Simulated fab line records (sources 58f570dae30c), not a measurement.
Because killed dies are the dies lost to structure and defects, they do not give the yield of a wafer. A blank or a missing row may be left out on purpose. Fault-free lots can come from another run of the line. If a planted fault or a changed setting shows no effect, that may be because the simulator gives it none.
Which tool did it?    flow berkeley-cmos170    20 wafers from 7 lots sampled at 3 of the route's 331 steps

== WHAT EACH GAUGE READ, for each wafer ==
UCB170_M3_CD_MEAS_15: target cd 700 nm.
lot   measured      on         cd-nm (nm)
L433  day 7 20:22   cd-sem-01  698.8 698.8 698.1
L435  day 7 21:34   cd-sem-02  700.7 701.3 700.7
L434  day 8 02:02   cd-sem-01  702.5 702.4 701.7
L441  day 10 03:47  cd-sem-01  699.2 698.9
L446  day 11 17:40  cd-sem-01  699.8 700.0 701.1
L453  day 12 14:11  cd-sem-01  701.2 700.3 701.9
L454  day 13 15:28  cd-sem-01  702.0 702.6 701.0

== WHICH TOOL RAN EACH LOT (tool, then ch and the chambers of the sampled wafers, then the start) ==
lot   UCB170_V2_CVD_00                 UCB170_V2_STRIP_15
L433  pecvd-03 ch 0,1, day 7 15:37     plasma-asher-04 ch 0,1, day 7 17:47
L435  pecvd-03 ch 0,1, day 7 16:17     plasma-asher-01 ch 0,1, day 7 19:16
L434  pecvd-02 ch 1,2, day 7 21:28     plasma-asher-01 ch 0,1, day 7 23:38
L441  pecvd-02 ch 1,2, day 9 23:11     plasma-asher-01 ch 0,1, day 10 01:16
L446  pecvd-03 ch 0,1,2, day 11 10:11  plasma-asher-01 ch 0,1, day 11 12:14
L453  pecvd-03 ch 1,2, day 12 09:17    plasma-asher-02 ch 0,1, day 12 11:33
L454  pecvd-04 ch 0,1,2, day 13 09:49  plasma-asher-02 ch 0,1, day 13 12:28
- UCB170_V2_CVD_00: deposits SiO2 from TEOS/O2, target thk 2000 nm, time 250 s.
- UCB170_V2_STRIP_15: strips in O2.

== THE ANSWER, worked out from the rows above alone ==
Rule: the lots themselves supply what counts as usual. Put in order of their means at a reading, lots are off if they are a third of the lots or fewer, leave a main group of 4 or more, and stand apart from it by a gap of 3 or more times the standard deviation of the main group's means; of several such gaps the widest counts. A main group is skipped when, at the precision printed for the reading in the tables above, its means are all equal. Also off: a lot with no number at a reading for which 4 or more lots have one. All remaining lots with rows at the step are treated as sound.
Across all readings shown, no lot is off: no conclusion can be drawn from this.

== WHAT HAD BEEN PUT IN BY THE SIMULATOR ==
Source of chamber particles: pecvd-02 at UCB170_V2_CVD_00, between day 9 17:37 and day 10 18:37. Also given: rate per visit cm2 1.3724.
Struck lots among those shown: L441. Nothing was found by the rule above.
